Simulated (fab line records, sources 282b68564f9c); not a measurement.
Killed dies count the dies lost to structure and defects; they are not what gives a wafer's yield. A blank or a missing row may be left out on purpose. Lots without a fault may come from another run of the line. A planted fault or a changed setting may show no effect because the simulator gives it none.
The same fault as seen by 2 desks :: flow ritCmos :: every desk sees just its own numbers, and what lay behind them comes last

== FOR THE TOOL OWNER'S DESK: ilineStepper-01 ==
The tool's own readings at RIT_PRETRO_EXPOSE_03 (exposes mask M5, target cd 43700 nm): means of the sampled wafers that have a number, for each lot that ran on this tool. The brackets show how far a lot's mean lies from the usual mean; more than 4 standard deviations puts the lot out of limits, marked OUT.
Columns: A = reticleTempC at RIT_PRETRO_EXPOSE_03, usual 23.03 C
lot: L817
first seen here: day 4 21:16
A: 23.16

lot: L820
first seen here: day 5 10:29
A: 22.97

lot: L821
first seen here: day 5 14:56
A: 22.95
Result from this desk: across the 3 lots, nothing is out of limits.

== FROM THE METROLOGY DESK ==
Means of the sampled wafers that have a number, per lot and without regard to the tool the lot ran on: this is what the gauges read. The brackets show how far a lot's mean lies from the usual mean; more than 4 standard deviations puts the lot out of limits, marked OUT.
Columns: A = FOX1_OXIDE_THK at RIT_FOX1_THK_MEAS_01, usual 351 nm; B = NWELL_OVL at RIT_NWELL_OVL_MEAS_06, usual 0.6 nm; C = PRETRO_OVL at RIT_PRETRO_OVL_MEAS_06, usual -0.2 nm; D = cdNm at RIT_GATE_CD_MEAS_90, usual 151.6 nm
lot: L805
first seen here: day 1 19:31
A: 346
B: -1.7
C: -1.6
D: 149.5

lot: L806
first seen here: day 1 23:54
A: 351
B: 0.4
C: -0.7
D: 150.7

lot: L807
first seen here: day 2 04:31
A: 353
B: 1.9
C: -1.7
D: 148.7

lot: L808
first seen here: day 2 09:37
A: 340
B: 1.5
C: -1.9
D: 146.5

lot: L809
first seen here: day 2 15:13
A: 356
B: 1.3
C: -2.3
D: 152.7

lot: L810
first seen here: day 2 19:29
A: 362
B: 0.4
C: 0.6
D: 154.3

lot: L811
first seen here: day 3 00:25
A: 361
B: -0.4
C: -1.2
D: 151.0

lot: L814
first seen here: day 3 14:41
A: 344
B: 1.9
C: -0.2
D: 150.2

lot: L815
first seen here: day 3 20:19
A: 353
B: -0.2
C: 0.9
D: 150.0

lot: L817
first seen here: day 4 07:43
A: 348
B: 2.7
C: -150.5 (-99 or more) OUT
D: 153.5

lot: L818
first seen here: day 4 12:40
A: 342
B: 1.3
C: -2.5
D: 150.6

lot: L820
first seen here: day 4 21:23
A: 349
B: 1.5
C: -149.9 (-99 or more) OUT
D: 152.9

lot: L821
first seen here: day 5 01:26
A: 359
B: 0.4
C: -148.1 (-99 or more) OUT
D: 149.7

lot: L823
first seen here: day 5 13:08
A: 357
B: 1.4
C: -1.5
D: 156.5
This desk's finding: out of limits on L817, L820, L821; first on L817, day 4 21:42 (PRETRO_OVL at RIT_PRETRO_OVL_MEAS_06). L805, L806, L807, L808, L809, L810, L811, L814, L815, L818, L823: within limits.

== TAKEN TOGETHER ==
On L817, L820, L821, the metrology desk was in a position to raise an alarm at day 4 21:42.
Nothing out of limits was seen by the tool owner's desk.
The tool owner's desk has L817, L820, L821 on record, within its limits.
RIT_PRETRO_EXPOSE_03 was run on ilineStepper-01 by each of the lots named.

== WHAT WAS PUT IN BY THE SIMULATOR ==
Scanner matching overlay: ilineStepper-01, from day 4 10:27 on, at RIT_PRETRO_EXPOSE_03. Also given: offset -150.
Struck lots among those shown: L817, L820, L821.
Per desk, hours elapsed from the start of the fault to the first reading out of limits: for the metrology desk, 11.
